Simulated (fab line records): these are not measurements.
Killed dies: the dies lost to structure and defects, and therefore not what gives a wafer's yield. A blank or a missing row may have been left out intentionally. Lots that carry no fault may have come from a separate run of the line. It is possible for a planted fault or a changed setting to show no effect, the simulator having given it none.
Problem report, 8D (eight disciplines) form, completed by code / flow berkeleyCmos170 / the parts of the form that need people (team, actions taken, sign-off) are left out

== 1. PROBLEM STATEMENT ==
Across 6 wafers from 2 lots, CONTACT_PSG_THK at UCB170_CONTACT_THK_MEAS_02 averages 894 nm, while fault-free wafers read 694 nm with a standard deviation of 5.8. Measured from the usual mean, that is +35 standard deviations.
Seen first at day 11 03:31 on filmMetro-01, wafer L569.1. At this step, 42 wafers from 14 lots have a number in the record. By rule, "out" or "out of limits" means more than 4 standard deviations away from the usual mean. All remaining wafers that have a number are taken as sound.

== 2. WHAT IT IS; WHAT IT IS NOT ==
question=which readings at this step | is=CONTACT_PSG_THK | is not=-
question=which lots | is=L569, L570 | is not=L552, L554, L555, L557, L558, L561, L562, L564, L571, L572, L573, L574
question=which wafers of those lots | is=all that have a number | is not=-
question=read on which gauges | is=filmMetro-01, filmMetro-04 | is not=filmMetro-03
question=when | is=from day 11 03:31 | is not=up to then (24 sound wafers); but 12 sound wafers of L571, L572, L573, L574 came after

== 3. SUSPECTS, AND WHAT RULES EACH OUT ==
Counting: any tool at a process step up to the reading is kept as a suspect provided that every lot that is out went through it and no sound lot did after the first of them.
- the gauge at UCB170_CONTACT_THK_MEAS_02 has been ruled out. The wafers that are out were read on 2 gauges (filmMetro-01, filmMetro-04).
- lpcvd-02 at UCB170_CONTACT_CVD_01 (deposits PSG from SiH4/O2/PH3, target thk 700 nm, time 2820 s): kept. Every lot that is out went through it, starting with L569 (day 11 01:44), and after that it ran no sound lot; the last sound lot it ran before then is L561 (day 9 07:30).
Remaining after the count: lpcvd-02 at UCB170_CONTACT_CVD_01.

== 4. THE CAUSE (what the simulator had put in) ==
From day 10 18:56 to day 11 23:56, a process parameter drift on lpcvd-02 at UCB170_CONTACT_CVD_01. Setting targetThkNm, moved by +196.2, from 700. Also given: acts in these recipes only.
Only this tool survived the counting.

== 5. SEQUENCE OF EFFECTS, ordered by route ==
Rows list readings where the struck wafers' mean (over those with a number) sits beyond 3 standard deviations from the usual. Readings are gone through only where the record gives a usual standard deviation; hours: the median, over the lots, of the time from a lot's start at the first step in this table giving one to that lot's start at this step; sigmas: the change measured in usual standard deviations.
hours=0; step=UCB170_CONTACT_THK_MEAS_02; reading=CONTACT_PSG_THK; usual=694 nm; on struck wafers=894; change=+200; sigmas=+35
hours=-; step=UCB170_CONTACT_ETCH_18; reading=oesProductAu; usual=0.883 a.u.; on struck wafers=0.989; change=+0.106; sigmas=+7.6
It contains these process steps:
- UCB170_CONTACT_ETCH_18: etches PSG in CHF3/CF4/Ar, stops on TiSi2, target depth 840 nm, time 195 s.

== 6. WHAT WOULD HAVE CAUGHT IT SOONER ==
Counted from the fault's start at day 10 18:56, it took 9 hours until the first out-of-limits reading at a measuring or inspecting step in this record, taken at day 11 03:31.
No tool reading at UCB170_CONTACT_CVD_01 that has a usual standard deviation in the record was out on any struck wafer, so an alarm limit of 4 standard deviations on those readings would not have fired.
Lots out: 2; all had begun UCB170_CONTACT_CVD_01 on lpcvd-02 by day 11 03:31. Holding the tool at that point would not have protected any of them.
